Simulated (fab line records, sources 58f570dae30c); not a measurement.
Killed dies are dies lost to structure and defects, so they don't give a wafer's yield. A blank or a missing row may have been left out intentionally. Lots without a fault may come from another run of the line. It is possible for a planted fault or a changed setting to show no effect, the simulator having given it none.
fab line records ; flow berkeley-cmos170
[record] lots = 14; wafers = 42; last-day = 12
route steps=331 shown PVT@122 M2@291 V2@304 M3@316
lots that met no fault: from a run of the same line without faults
start-h: the number of hours between the record's first day and the start of the first shown wafer of the lot ; wait-h: how many hours have passed since the lot's step before this one ; " unchanged from the row above ; L1.1+2: a single row standing in for several wafers ; - no value, or no start was given ; * or withheld: withheld ; < > ~ a bound
route shown NAME@n: NAME is a module with steps in the file, n the number in the route of the first one ; usual: mean/standard deviation taken from wafers without a fault ; same: alike in all rows ; chamber/n: place in a boat ; sites: readings site by site ; _std_site: standard deviation of those values ; _edge_site: inner sites' mean taken away from outer sites' mean ; radius-mm: for every site, how far away it sits from the centre of the wafer ; mask NAME#n: copy n ; behind: tool/chamber where the wafer was last shaped ; hold: reason for holding the lot/hours on hold/outcome of the hold ; device: names the non-switching transistor (n, p or np) ; end of line: at the end of the route, the tests of the same wafers ; a step with no rows: only its recipe ; killed: dies that structure and defects cost at the first sort, which is not the same as the wafer's yield ; map: dies across one wafer; x = killed, . = not, _ = none there
set.NAME: the run value of the setting; set.NAME@STEP: its run value at that earlier step ; model.NAME: the simulator's own value behind a step, which no gauge read
steps of the route over a sample of lots; a table a step, a row a wafer
services: the hour from which a tool's chamber was out of use, counted from the record's first day as start-h (under 0 if before that day), plus the number of hours and why
[[steps]]
[step UCB170_PVT_IMPLANT_07]
[recipe] species = P; dose-cm2 = 2e+12; energy-kev = 30; tilt-deg = 7
[usual] beam-energy-keV = 30.000/0.0082; dose-ions-cm2 = 1.9998e+12/1.9e+09; end-station-pressure-torr = 5e-06/2.8e-07; tilt-deg = 7.002/0.02
lot.wafer;tool;chamber;start-h;wait-h;beam-energy-keV;dose-ions-cm2;end-station-pressure-torr;tilt-deg
L663.1;implanter-03;0;105.62;0.0;30.014;1.9999e+12;4.67e-06;6.991
L663.3;implanter-03;0;105.62;0.0;30.011;1.9976e+12;5.23e-06;7.021
L663.5;implanter-03;0;105.62;0.0;30.016;1.9958e+12;4.78e-06;6.985
L665.3;implanter-01;0;118.62;0.1;30.015;1.9991e+12;4.86e-06;7.004
L665.5;implanter-01;0;118.62;0.1;30.012;1.9984e+12;5.31e-06;7.000
L665.6;implanter-01;0;118.62;0.1;30.010;1.999e+12;5.4e-06;6.998
L666.2;implanter-03;0;127.19;0.0;30.003;2e+12;5.34e-06;6.983
L666.4;implanter-03;0;127.19;0.0;30.000;1.9992e+12;4.84e-06;6.987
L666.6;implanter-03;0;127.19;0.0;29.994;2.002e+12;5.41e-06;7.005
L669.1;implanter-01;0;148.34;0.0;29.989;1.999e+12;4.57e-06;7.018
L669.3;implanter-01;0;148.34;0.0;30.001;2.0022e+12;5.09e-06;7.005
L669.6;implanter-01;0;148.34;0.0;30.006;2.0015e+12;4.97e-06;7.017
L670.1;implanter-01;0;159.38;0.0;29.994;1.9967e+12;4.85e-06;6.983
L670.3;implanter-01;0;159.38;0.0;29.994;2.0031e+12;4.48e-06;6.983
L670.5;implanter-01;0;159.38;0.0;30.003;2.0008e+12;4.72e-06;6.995
L672.3;implanter-03;0;161.68;0.1;30.008;1.9989e+12;5.45e-06;7.007
L672.4;implanter-03;0;161.68;0.1;30.003;1.9968e+12;5.35e-06;7.045
L672.5;implanter-03;0;161.68;0.1;29.989;1.9983e+12;5.19e-06;7.015
L674.2;implanter-03;0;169.62;0.0;29.997;1.9994e+12;5.22e-06;6.993
L674.4;implanter-03;0;169.62;0.0;29.989;2.001e+12;5.18e-06;6.989
L674.5;implanter-03;0;169.62;0.0;29.997;2e+12;5.28e-06;6.999
L676.1;implanter-01;0;175.82;0.0;30.005;2.0005e+12;4.82e-06;7.040
L676.4;implanter-01;0;175.82;0.0;29.999;1.9971e+12;5.22e-06;7.013
L676.5;implanter-01;0;175.82;0.0;29.998;2.0047e+12;4.84e-06;7.041
L677.2;implanter-01;0;191.14;0.0;30.006;1.9996e+12;5.03e-06;7.023
L677.3;implanter-01;0;191.14;0.0;30.015;2.0037e+12;4.77e-06;7.015
L677.5;implanter-01;0;191.14;0.0;29.990;1.9992e+12;5.04e-06;7.005
L678.1;implanter-03;0;191.59;0.0;24.599;1.9973e+12;4.98e-06;7.020
L678.2;implanter-03;0;191.59;0.0;24.593;2.0008e+12;4.91e-06;7.009
L678.5;implanter-03;0;191.59;0.0;24.590;1.9982e+12;4.93e-06;7.011
L680.1;implanter-03;0;201.30;0.0;24.616;1.9982e+12;4.4e-06;6.997
L680.2;implanter-03;0;201.30;0.0;24.595;2.0006e+12;5.07e-06;6.991
L680.4;implanter-03;0;201.30;0.0;24.594;1.9989e+12;5.51e-06;6.976
L681.3;implanter-04;0;201.99;0.1;29.994;1.9997e+12;4.83e-06;6.989
L681.4;implanter-04;0;201.99;0.1;29.994;2.0022e+12;5.25e-06;6.976
L681.5;implanter-04;0;201.99;0.1;29.999;2.0003e+12;5.13e-06;7.009
L682.2;implanter-01;0;202.05;0.0;30.005;2.0015e+12;4.86e-06;7.027
L682.5;implanter-01;0;202.05;0.0;29.998;1.9984e+12;4.65e-06;6.998
L682.6;implanter-01;0;202.05;0.0;30.017;1.9963e+12;5.18e-06;6.967
L686.1;implanter-04;0;236.28;0.0;29.996;2e+12;4.87e-06;7.021
L686.2;implanter-04;0;236.28;0.0;29.993;1.999e+12;4.97e-06;7.042
L686.4;implanter-04;0;236.28;0.0;30.002;2.0003e+12;4.85e-06;7.024
[step UCB170_PVT_TW_MEAS_09]
[usual] PVT_TW = 507.7/2.6
lot.wafer;tool;chamber;start-h;wait-h;PVT_TW
L663.1;film-metro-01;-;105.87;0.1;507.3
L663.3;film-metro-01;-;105.87;0.1;508.3
L663.5;film-metro-01;-;105.87;0.1;508.3
L665.3;film-metro-01;-;118.84;0.1;506.2
L665.5;film-metro-01;-;118.84;0.1;506.4
L665.6;film-metro-01;-;118.84;0.1;506.9
L666.2;film-metro-04;-;127.42;0.1;506.4
L666.4;film-metro-04;-;127.42;0.1;503.7
L666.6;film-metro-04;-;127.42;0.1;506.9
L669.1;film-metro-01;-;148.59;0.1;506.1
L669.3;film-metro-01;-;148.59;0.1;506.4
L669.6;film-metro-01;-;148.59;0.1;505.7
L670.1;film-metro-04;-;159.63;0.1;505.7
L670.3;film-metro-04;-;159.63;0.1;510.4
L670.5;film-metro-04;-;159.63;0.1;510.8
L672.3;film-metro-03;-;161.90;0.1;505.3
L672.4;film-metro-03;-;161.90;0.1;507.2
L672.5;film-metro-03;-;161.90;0.1;504.9
L674.2;film-metro-04;-;169.86;0.1;509.9
L674.4;film-metro-04;-;169.86;0.1;510.7
L674.5;film-metro-04;-;169.86;0.1;510.6
L676.1;film-metro-03;-;176.07;0.1;507.0
L676.4;film-metro-03;-;176.07;0.1;506.4
L676.5;film-metro-03;-;176.07;0.1;507.5
L677.2;film-metro-04;-;191.38;0.1;510.0
L677.3;film-metro-04;-;191.38;0.1;509.8
L677.5;film-metro-04;-;191.38;0.1;509.6
L678.1;film-metro-01;-;191.84;0.1;478.7
L678.2;film-metro-01;-;191.84;0.1;481.4
L678.5;film-metro-01;-;191.84;0.1;481.0
L680.1;film-metro-04;-;201.55;0.1;481.0
L680.2;film-metro-04;-;201.55;0.1;484.4
L680.4;film-metro-04;-;201.55;0.1;483.4
L681.3;film-metro-01;-;202.21;0.1;506.5
L681.4;film-metro-01;-;202.21;0.1;505.2
L681.5;film-metro-01;-;202.21;0.1;505.6
L682.2;film-metro-03;-;202.31;0.1;508.8
L682.5;film-metro-03;-;202.31;0.1;508.7
L682.6;film-metro-03;-;202.31;0.1;508.4
L686.1;film-metro-03;-;236.53;0.1;504.9
L686.2;film-metro-03;-;236.53;0.1;507.8
L686.4;film-metro-03;-;236.53;0.1;506.6
[step UCB170_M2_CD_MEAS_90]
[recipe] target-cd-nm = 700
[usual] cd-nm = 702/3.6
lot.wafer;tool;chamber;start-h;wait-h;cd-nm
L663.1;cd-sem-02;-;154.01;0.1;693
L663.3;cd-sem-02;-;154.01;0.1;704
L663.5;cd-sem-02;-;154.01;0.1;703
L665.3;cd-sem-02;-;168.66;0.1;705
L665.5;cd-sem-02;-;168.66;0.1;703
L665.6;cd-sem-02;-;168.66;0.1;706
L666.2;cd-sem-02;-;178.98;0.1;700
L666.4;cd-sem-02;-;178.98;0.1;702
L666.6;cd-sem-02;-;178.98;0.1;703
L669.1;cd-sem-01;-;195.97;0.1;699
L669.3;cd-sem-01;-;195.97;0.1;696
L669.6;cd-sem-01;-;195.97;0.1;705
L672.3;cd-sem-02;-;210.00;0.1;701
L672.4;cd-sem-02;-;210.00;0.1;706
L672.5;cd-sem-02;-;210.00;0.1;706
L670.1;cd-sem-01;-;210.82;0.1;705
L670.3;cd-sem-01;-;210.82;0.1;704
L670.5;cd-sem-01;-;210.82;0.1;704
L674.2;cd-sem-02;-;216.40;0.1;702
L674.4;cd-sem-02;-;216.40;0.1;703
L674.5;cd-sem-02;-;216.40;0.1;702
L676.1;cd-sem-02;-;222.99;0.1;700
L676.4;cd-sem-02;-;222.99;0.1;694
L676.5;cd-sem-02;-;222.99;0.1;702
L677.2;cd-sem-01;-;239.52;0.2;703
L677.3;cd-sem-01;-;239.52;0.2;701
L677.5;cd-sem-01;-;239.52;0.2;700
L678.1;cd-sem-02;-;243.17;0.1;702
L678.2;cd-sem-02;-;243.17;0.1;709
L678.5;cd-sem-02;-;243.17;0.1;708
L682.2;cd-sem-01;-;243.78;0.1;703
L682.5;cd-sem-01;-;243.78;0.1;701
L682.6;cd-sem-01;-;243.78;0.1;703
L680.1;cd-sem-01;-;249.20;0.4;704
L680.2;cd-sem-01;-;249.20;0.4;695
L680.4;cd-sem-01;-;249.20;0.4;705
L681.3;cd-sem-01;-;249.96;0.7;701
L681.4;cd-sem-01;-;249.96;0.7;704
L681.5;cd-sem-01;-;249.96;0.7;702
L686.1;cd-sem-01;-;281.18;0.1;706
L686.2;cd-sem-01;-;281.18;0.1;701
L686.4;cd-sem-01;-;281.18;0.1;707
[step UCB170_V2_CD_MEAS_12]
[recipe] target-cd-nm = 700
[usual] cd-nm = 699.4/1.2
lot.wafer;tool;chamber;start-h;wait-h;cd-nm
L663.1;cd-sem-01;-;156.98;-;699.5
L663.3;cd-sem-01;-;156.98;-;698.8
L663.5;cd-sem-01;-;156.98;-;699.0
L665.3;cd-sem-02;-;170.62;-;701.5
L665.5;cd-sem-02;-;170.62;-;701.6
L665.6;cd-sem-02;-;170.62;-;701.8
L666.2;cd-sem-01;-;180.81;-;701.2
L666.4;cd-sem-01;-;180.81;-;700.9
L666.6;cd-sem-01;-;180.81;-;700.7
L669.1;cd-sem-02;-;197.95;-;699.3
L669.3;cd-sem-02;-;197.95;-;699.8
L669.6;cd-sem-02;-;197.95;-;698.6
L672.3;cd-sem-02;-;211.92;-;698.9
L672.4;cd-sem-02;-;211.92;-;700.6
L672.5;cd-sem-02;-;211.92;-;699.5
L670.1;cd-sem-01;-;213.61;-;697.9
L670.3;cd-sem-01;-;213.61;-;697.5
L670.5;cd-sem-01;-;213.61;-;697.7
L674.2;cd-sem-02;-;220.95;-;697.9
L674.4;cd-sem-02;-;220.95;-;698.1
L674.5;cd-sem-02;-;220.95;-;697.9
L676.1;cd-sem-02;-;225.01;-;700.7
L676.4;cd-sem-02;-;225.01;-;700.3
L676.5;cd-sem-02;-;225.01;-;700.0
L677.2;cd-sem-01;-;241.72;-;699.8
L677.3;cd-sem-01;-;241.72;-;702.6
L677.5;cd-sem-01;-;241.72;-;700.7
L678.1;cd-sem-02;-;246.49;-;701.1
L678.2;cd-sem-02;-;246.49;-;700.5
L678.5;cd-sem-02;-;246.49;-;699.6
L682.2;cd-sem-01;-;246.79;-;699.3
L682.5;cd-sem-01;-;246.79;-;698.7
L682.6;cd-sem-01;-;246.79;-;700.1
L680.1;cd-sem-01;-;252.12;-;698.9
L680.2;cd-sem-01;-;252.12;-;699.4
L680.4;cd-sem-01;-;252.12;-;699.0
L681.3;cd-sem-01;-;252.75;-;698.4
L681.4;cd-sem-01;-;252.75;-;698.0
L681.5;cd-sem-01;-;252.75;-;698.0
L686.1;cd-sem-01;-;284.60;-;699.4
L686.2;cd-sem-01;-;284.60;-;698.6
L686.4;cd-sem-01;-;284.60;-;699.4
[step UCB170_M3_STRIP_07]
[recipe] chemistry = O2; power-w = 400; pressure-mtorr = 3500; platen-temp-c = withheld; o2-flow-sccm = 400; overash-fraction = 0.5
[usual] drypump-motor-current-A = 5.6/0.53; oes-product-au = 0.735/0.0044; strip-time-to-endpoint-s = 21.98/0.078
[same] overash-fraction = 0.5
lot.wafer;tool;chamber;start-h;wait-h;drypump-motor-current-A;oes-product-au;rf-hours-counter-h;strip-time-to-endpoint-s
L663.1;plasma-asher-02;1;158.31;0.1;6.5;0.729;2;21.83
L663.3;plasma-asher-02;0;158.31;0.1;5.6;0.731;-;21.81
L663.5;plasma-asher-02;0;158.31;0.1;5.6;0.736;-;21.84
L665.3;plasma-asher-03;0;171.95;0.1;5.1;0.735;-;22.07
L665.5;plasma-asher-03;1;171.95;0.1;5.8;0.732;-;22.07
L665.6;plasma-asher-03;0;171.95;0.1;5.1;0.744;-;22.02
L666.2;plasma-asher-01;0;182.12;0.1;5.9;0.729;41;21.92
L666.4;plasma-asher-01;1;182.12;0.1;4.7;0.739;-;21.91
L666.6;plasma-asher-01;1;182.12;0.1;4.7;0.729;-;21.86
L669.1;plasma-asher-01;0;199.28;0.1;5.9;0.736;43;22.14
L669.3;plasma-asher-01;1;199.28;0.1;4.7;0.732;-;22.19
L669.6;plasma-asher-01;1;199.28;0.1;4.7;0.731;-;22.11
L672.3;plasma-asher-03;0;213.81;0.1;5.1;0.737;-;21.93
L672.4;plasma-asher-03;1;213.81;0.1;5.8;0.742;-;21.95
L672.5;plasma-asher-03;1;213.81;0.1;5.7;0.731;-;22.00
L670.1;plasma-asher-02;1;215.85;0.1;6.5;0.732;8;21.95
L670.3;plasma-asher-02;1;215.85;0.1;6.5;0.736;-;21.94
L670.5;plasma-asher-02;1;215.85;0.1;6.4;0.734;-;21.97
L674.2;plasma-asher-03;1;222.27;0.1;5.7;0.736;50;22.04
L674.4;plasma-asher-03;1;222.27;0.1;5.7;0.734;-;21.92
L674.5;plasma-asher-03;0;222.27;0.1;5.1;0.736;-;21.99
L676.1;plasma-asher-03;0;226.47;0.1;5.1;0.730;50;21.95
L676.4;plasma-asher-03;1;226.47;0.1;5.7;0.731;-;21.92
L676.5;plasma-asher-03;1;226.47;0.1;5.7;0.731;-;21.85
L677.2;plasma-asher-01;0;243.13;0.1;5.9;0.732;49;21.95
L677.3;plasma-asher-01;1;243.13;0.1;4.7;0.735;-;21.98
L677.5;plasma-asher-01;1;243.13;0.1;4.7;0.734;-;21.89
L678.1;plasma-asher-02;1;248.33;0.1;6.4;0.730;12;21.97
L678.2;plasma-asher-02;0;248.33;0.1;5.6;0.735;12;22.01
L678.5;plasma-asher-02;1;248.33;0.1;6.5;0.739;-;21.98
L682.2;plasma-asher-03;0;248.39;0.1;5.1;0.740;53;21.96
L682.5;plasma-asher-03;0;248.39;0.1;5.1;0.735;-;21.97
L682.6;plasma-asher-03;1;248.39;0.1;5.7;0.728;-;22.03
L680.1;plasma-asher-01;1;253.49;0.1;4.7;0.731;50;21.97
L680.2;plasma-asher-01;0;253.49;0.1;5.9;0.734;50;22.10
L680.4;plasma-asher-01;1;253.49;0.1;4.7;0.728;-;21.98
L681.3;plasma-asher-03;0;254.08;0.1;5.1;0.739;-;21.93
L681.4;plasma-asher-03;1;254.08;0.1;5.7;0.731;-;22.00
L681.5;plasma-asher-03;0;254.08;0.1;5.1;0.734;-;22.00
L686.1;plasma-asher-02;1;285.93;0.1;6.5;0.735;16;21.98
L686.2;plasma-asher-02;0;285.93;0.1;5.5;0.733;16;21.97
L686.4;plasma-asher-02;0;285.93;0.1;5.5;0.727;-;21.97
[[services]]
tool;chamber;start-h;hours;kind
implanter-04;-;82.75;2.9;pm
implanter-04;-;86.13;3.4;repair
implanter-04;-;88.35;2.5;repair
plasma-asher-02;-;95.26;28.1;pm
implanter-01;-;119.15;2.2;repair
plasma-asher-02;-;123.36;9.0;pm
plasma-asher-02;0;123.36;9.0;vent-cycle
plasma-asher-02;1;123.36;9.0;vent-cycle
implanter-03;-;132.20;4.1;repair
plasma-asher-02;-;132.36;2.8;pm
plasma-asher-02;0;132.36;-;clean
plasma-asher-02;1;132.36;-;clean
plasma-asher-02;-;149.18;1.8;repair
implanter-04;-;158.74;3.1;repair
implanter-04;-;178.07;1.4;repair
implanter-01;-;179.72;2.5;pm
plasma-asher-01;-;186.42;2.8;pm
implanter-04;-;189.99;3.9;repair
implanter-03;-;230.57;6.1;pm
implanter-03;-;238.98;0.9;repair
implanter-04;-;247.84;0.9;repair
plasma-asher-03;-;273.77;2.1;repair
[[key]]
[first-sign] step = UCB170_PVT_IMPLANT_07; reading = beam-energy-keV; direction = down; sigmas = 99+; usual = 30.000; struck = 24.598
[effect] step = UCB170_PVT_TW_MEAS_09; reading = PVT_TW; direction = down; sigmas = 10; usual = 507.7; struck = 481.6
met-at UCB170_PVT_IMPLANT_07
struck-lots L678,L680
tester-left-out L678,L680
not-acting-at UCB170_M2_CD_MEAS_90,UCB170_V2_CD_MEAS_12,UCB170_M3_STRIP_07
onset-between 169.62 191.59
[fault] kind = process-parameter-drift; tool = implanter-03; chamber = -; onset-h = 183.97; steps = UCB170_PVT_IMPLANT_07; channel = energy-kev; offset = -5.4; shape = step; end-h = 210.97; acts-in = these-recipes-only; stated = 30
// tester-left-out: of these lots the tester's yield and bins aren't shown, on N5 and GAA mostly nor the transistor test; their killed dies are dies lost to structure and defects alone, not to doping, threshold or leakage, so they don't give the yield
